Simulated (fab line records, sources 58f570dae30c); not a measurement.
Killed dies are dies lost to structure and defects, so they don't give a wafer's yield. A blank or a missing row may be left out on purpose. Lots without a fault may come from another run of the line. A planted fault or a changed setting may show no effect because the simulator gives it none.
fab line records | flow berkeley_cmos170
record lots=7 wafers=21 last_day=11
route steps=331 shown M2@291 V2@292
lots that met no fault: from a run of the same line without faults
start_h: hours from the record's first day to the start of the lot's first wafer shown | wait_h: hours since the lot's step before | " the same as in the row above | L1.1+2: a row that stands for several wafers | - no value, or no start given | * or withheld: withheld | < > ~ a bound
route shown NAME@n: a module of which the file shows steps, and the number in the route of the first | usual: mean/standard deviation of fault-free wafers | same: alike in all rows | chamber/n: place in a boat | sites: the reading at each site | _std_site: their standard deviation | _edge_site: outer sites' mean less inner sites' | radius_mm: how far each site lies from the wafer's centre | mask NAME#n: copy n | behind: the tool/chamber that last shaped the wafer | hold: why the lot was held/for how many hours/how that ended | device: the transistor (n, p or np) that didn't switch | end of line: the same wafers' tests at the end of the route | a step without rows: its recipe alone | killed: dies lost to structure and defects at the first sort, not the wafer's yield | map: a wafer's dies, x killed, . not, _ none there
set.NAME: the setting as run; set.NAME@STEP: as run at that earlier step | model.NAME: the simulator's own value behind a step, which no gauge read
lots at some steps of the route; a table a step, a row a wafer
services: from which hour (start_h, from the record's first day; less than 0 if before it) a tool's chamber was out of use, for how many hours, and why
## steps
# step UCB170_M2_CD_MEAS_90
# recipe target_cd_nm=700
# usual cd_nm=700/3.1
# columns lot.wafer tool chamber start_h wait_h cd_nm
L805.2 cd_sem-01 - 158.34 0.1 702
L805.3 " - " " 701
L805.5 " - " " 703
L812.1 cd_sem-02 - 201.82 0.1 705
L812.2 " - " " 699
L812.3 " - " " 706
L814.1 cd_sem-01 - 222.41 0.1 701
L814.3 " - " " 699
L814.4 " - " " 704
L816.1 cd_sem-01 - 222.65 0.1 702
L816.3 " - " " 700
L816.6 " - " " 701
L818.2 cd_sem-02 - 225.93 0.1 698
L818.3 " - " " 700
L818.4 " - " " 703
L821.1 cd_sem-02 - 252.81 0.1 701
L821.3 " - " " 699
L821.4 " - " " 700
L827.2 cd_sem-01 - 263.37 0.2 697
L827.4 " - " " 699
L827.6 " - " " 698
# step UCB170_V2_CVD_00
# recipe material=SiO2 target_thk_nm=2000 temp_c=390 precursor=TEOS/O2 time_s=250 rf_w=550 pressure_mtorr=9000
# usual heater_power_w=257/53
# columns lot.wafer tool chamber start_h wait_h heater_power_w
L805.2 pecvd-02 0 158.44 0.1 266
L805.3 " 1 " " 311
L805.5 " 0 " " 331
L812.1 pecvd-01 0 201.94 0.1 277
L812.2 " 2 " " 227
L812.3 " 1 " " 271
L814.1 pecvd-02 0 222.53 0.1 298
L814.3 " 1 " " 306
L814.4 " 0 " " 236
L816.1 pecvd-01 1 222.77 0.1 315
L816.3 " 2 " " 279
L816.6 " 0 " " 266
L818.2 pecvd-04 0 226.03 0.1 228
L818.3 " 2 " " 183
L818.4 " 2 " " 239
L821.1 pecvd-02 0 252.93 0.1 337
L821.3 " 2 " " 198
L821.4 " 2 " " 253
L827.2 pecvd-04 2 263.47 0.1 233
L827.4 " 0 " " 205
L827.6 " 1 " " 376
# step UCB170_V2_THK_MEAS_01
# recipe reads=SiO2_of_V2_CVD_00
# usual V2_TEOS_THK=1996/25
# columns lot.wafer tool chamber start_h wait_h V2_TEOS_THK[nm]
L805.2 film_metro-02 - 158.60 0.1 1984
L805.3 " - " " 2000
L805.5 " - " " 1995
L812.1 film_metro-02 - 202.10 0.1 2004
L812.2 " - " " 1962
L812.3 " - " " 1976
L814.1 film_metro-02 - 222.68 0.1 1990
L814.3 " - " " 2014
L814.4 " - " " 2042
L816.1 film_metro-04 - 222.93 0.1 1989
L816.3 " - " " 2000
L816.6 " - " " 2046
L818.2 film_metro-04 - 226.20 0.1 1965
L818.3 " - " " 1972
L818.4 " - " " 1989
L821.1 film_metro-02 - 253.08 0.1 1965
L821.3 " - " " 1992
L821.4 " - " " 2017
L827.2 film_metro-02 - 263.64 0.1 1986
L827.4 " - " " 2021
L827.6 " - " " 2017
# step UCB170_V2_CMP_02
# recipe material=SiO2 down_force_psi=6 platen_rpm=60 pad_velocity_m_s=0.75398
# usual motor_current_A=17.0/2.5
# columns lot.wafer tool chamber start_h wait_h motor_current_A
L805.3 cmp-02 2 158.82 0.2 16.4
L805.2 " 3 " " 14.1
L805.5 " 1 " " 16.7
L812.2 cmp-01 3 202.16 0.0 18.8
L812.1 " 0 " " 13.9
L812.3 " 2 " " 15.5
L814.4 cmp-01 0 222.74 0.0 12.8
L814.3 " 1 " " 18.9
L814.1 " 3 " " 18.6
L816.3 cmp-02 1 223.04 0.1 17.2
L816.1 " 3 " " 14.1
L816.6 " 0 " " 21.2
L818.4 cmp-01 3 226.30 0.1 17.5
L818.3 " 0 " " 13.4
L818.2 " 1 " " 18.6
L821.1 cmp-01 1 253.14 0.1 19.4
L821.4 " 2 " " 15.0
L821.3 " 0 " " 14.2
L827.2 cmp-02 0 263.74 0.1 21.1
L827.4 " 2 " " 15.0
L827.6 " 0 " " 21.0
# step UCB170_V2_BOW_MEAS_03
# recipe mode=bow
# usual V2_BOW=38/7.1
# columns lot.wafer tool chamber start_h wait_h V2_BOW[um]
L805.2 film_metro-02 - 159.04 0.1 30
L805.3 " - " " 51
L805.5 " - " " 44
L812.1 film_metro-04 - 202.46 0.2 37
L812.2 " - " " 44
L812.3 " - " " 33
L814.1 film_metro-01 - 223.04 0.1 52
L814.3 " - " " 32
L814.4 " - " " 35
L816.1 film_metro-04 - 223.29 0.1 45
L816.3 " - " " 45
L816.6 " - " " 36
L818.2 film_metro-02 - 226.57 0.1 24
L818.3 " - " " 42
L818.4 " - " " 36
L821.1 film_metro-04 - 253.44 0.2 45
L821.3 " - " " 43
L821.4 " - " " 43
L827.2 film_metro-01 - 264.01 0.2 41
L827.4 " - " " 45
L827.6 " - " " 43
# step UCB170_V2_THK_MEAS_04
# recipe reads=SiO2_of_V2_CVD_00
# usual V2_POLISHED_THK=1000.1/1.1
# columns lot.wafer tool chamber start_h wait_h V2_POLISHED_THK[nm]
L805.2 film_metro-02 - 159.15 0.1 999.7
L805.3 " - " " 998.6
L805.5 " - " " 1000.7
L812.1 film_metro-04 - 202.58 0.1 999.1
L812.2 " - " " 1000.5
L812.3 " - " " 999.3
L814.1 film_metro-01 - 223.16 0.1 1000.2
L814.3 " - " " 1001.0
L814.4 " - " " 998.9
L816.1 film_metro-04 - 223.41 0.1 1001.8
L816.3 " - " " 1000.5
L816.6 " - " " 999.1
L818.2 film_metro-02 - 226.68 0.1 1000.8
L818.3 " - " " 999.9
L818.4 " - " " 999.8
L821.1 film_metro-04 - 253.56 0.1 1001.6
L821.3 " - " " 1001.0
L821.4 " - " " 999.0
L827.2 film_metro-01 - 264.12 0.1 1000.5
L827.4 " - " " 999.6
L827.6 " - " " 1001.2
# step UCB170_V2_CLEAN_05
# recipe chemistry=DIW
# step UCB170_V2_HMDS_06
# recipe prime_time_s=60 prime_temp_c=100
# step UCB170_V2_COAT_07
# recipe resist=KrF spin_rpm=1500 resist_thk_nm=900
# step UCB170_V2_SOFTBAKE_08
# recipe resist=KrF temp_c=130 time_s=60
# step UCB170_V2_EXPOSE_09
# recipe mask_id=VIA2 target_cd_nm=700 na=0.5 sigma_outer=0.6 source_shape=conventional dose_mj=37
# step UCB170_V2_PEB_10
# recipe peb_temp_c=130 peb_time_s=withheld resist=KrF
# step UCB170_V2_DEVELOP_11
# recipe developer=TMAH develop_time_s=45 resist=KrF dev_temp_c=21
# usual chill_plate_temp_C=22.98/0.1 develop_time_s=45/0 developer_temp_C=21.01/0.11
# columns lot.wafer tool chamber start_h wait_h chill_plate_temp_C develop_time_s developer_temp_C model.KrF_of_V2_COAT_07.thk_nm
L805.2 litho_track-01 0 160 - 23.06 45 21.13 886.4
L805.3 " 0 " " 23.22 45 21.06 888.3
L805.5 " 0 " " 23.03 45 21.25 885.5
L812.1 litho_track-03 - 203 - - - - 898.6
L812.2 " - " " - - - 895
L812.3 " - 204 - - - - 895.5
L814.1 litho_track-02 - 225 - - - - 896.6
L814.3 " - " " - - - 895.4
L814.4 " - " " - - - 898.9
L816.1 litho_track-03 - 225 - - - - 897.2
L816.3 " - " " - - - 895.6
L816.6 " - " " - - - 896.7
L818.2 litho_track-01 0 230 - 22.99 45 21.04 886
L818.3 " 0 " " 23.12 45 21.10 886.9
L818.4 " 0 " " 22.89 45 21.00 885.7
L821.1 litho_track-01 0 255 - 22.96 45 20.98 883.6
L821.3 " 0 " " 22.80 45 20.87 884.2
L821.4 " 0 " " 22.93 45 21.12 882.9
L827.2 litho_track-02 0 265 - 22.81 45 21.11 880.3
L827.4 " 0 " " 22.92 45 20.90 882.7
L827.6 " 0 " " 22.91 45 20.96 883.3
# step UCB170_V2_CD_MEAS_12
# recipe target_cd_nm=700
# usual cd_nm=700.1/1.2
# columns lot.wafer tool chamber start_h wait_h cd_nm
L805.2 cd_sem-01 - 160.67 - 699.5
L805.3 " - " " 698.8
L805.5 " - " " 698.9
L812.1 cd_sem-02 - 204.09 - -
L812.2 " - " " -
L812.3 " - " " -
L814.1 cd_sem-02 - 225.31 - -
L814.3 " - " " -
L814.4 " - " " -
L816.1 cd_sem-02 - 226.03 - -
L816.3 " - " " -
L816.6 " - " " -
L818.2 cd_sem-02 - 230.89 - 699.1
L818.3 " - " " 698.2
L818.4 " - " " 699.0
L821.1 cd_sem-02 - 255.89 - 701.2
L821.3 " - " " 702.3
L821.4 " - " " 700.9
L827.2 cd_sem-01 - 265.65 - 702.1
L827.4 " - " " 701.6
L827.6 " - " " 699.6
## services
# columns tool chamber start_h hours kind
pecvd-02 - 135.50 14.0 pm
pecvd-02 0 135.50 14.0 vent_cycle
pecvd-02 1 135.50 14.0 vent_cycle
pecvd-02 2 135.50 14.0 vent_cycle
pecvd-04 - 146.83 2.1 repair
pecvd-02 0 149.50 - clean
pecvd-02 1 149.50 - clean
pecvd-02 2 149.50 - clean
cmp-01 - 154.54 3.8 pm
cmp-01 - 185.29 0.7 repair
pecvd-04 - 210.39 14.6 pm
cmp-02 - 214.00 0.3 repair
cmp-02 - 232.00 4.0 pm
cmp-01 - 235.82 2.6 repair
cmp-02 - 236.00 - consumable_replace:conditioner
cmp-02 - 236.00 - consumable_replace:pad
cmp-02 - 238.38 3.4 pm
cmp-02 - 251.29 4.4 repair
## key
first_sign step=UCB170_V2_DEVELOP_11 reading=tool_record direction=missing
effect none on later readings
model_effect step=UCB170_V2_DEVELOP_11 value=KrF_of_V2_COAT_07.thk_nm without=882.4 struck=896.6
met_at UCB170_V2_DEVELOP_11
struck_wafers L812.1,L812.2,L812.3,L814.1,L814.3,L814.4,L816.1,L816.3,L816.6
later_rows_left_out L812.1,L812.2,L812.3,L814.1,L814.3,L814.4,L816.1,L816.3,L816.6
sort_left_out L812.1,L812.2,L812.3,L814.1,L814.3,L814.4,L816.1,L816.3,L816.6
fault kind=skipped_step_whole tool=litho_track-02,litho_track-03 chamber=- onset_h=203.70 steps=UCB170_V2_DEVELOP_11 scope=struck_lots_only
# sort_left_out: the simulated sort isn't trusted on such a fault, so these wafers' sort isn't shown, and their yield isn't known
# later_rows_left_out: the simulator's readings of these wafers behind a module that went badly wrong aren't trusted and aren't shown, but for the sort
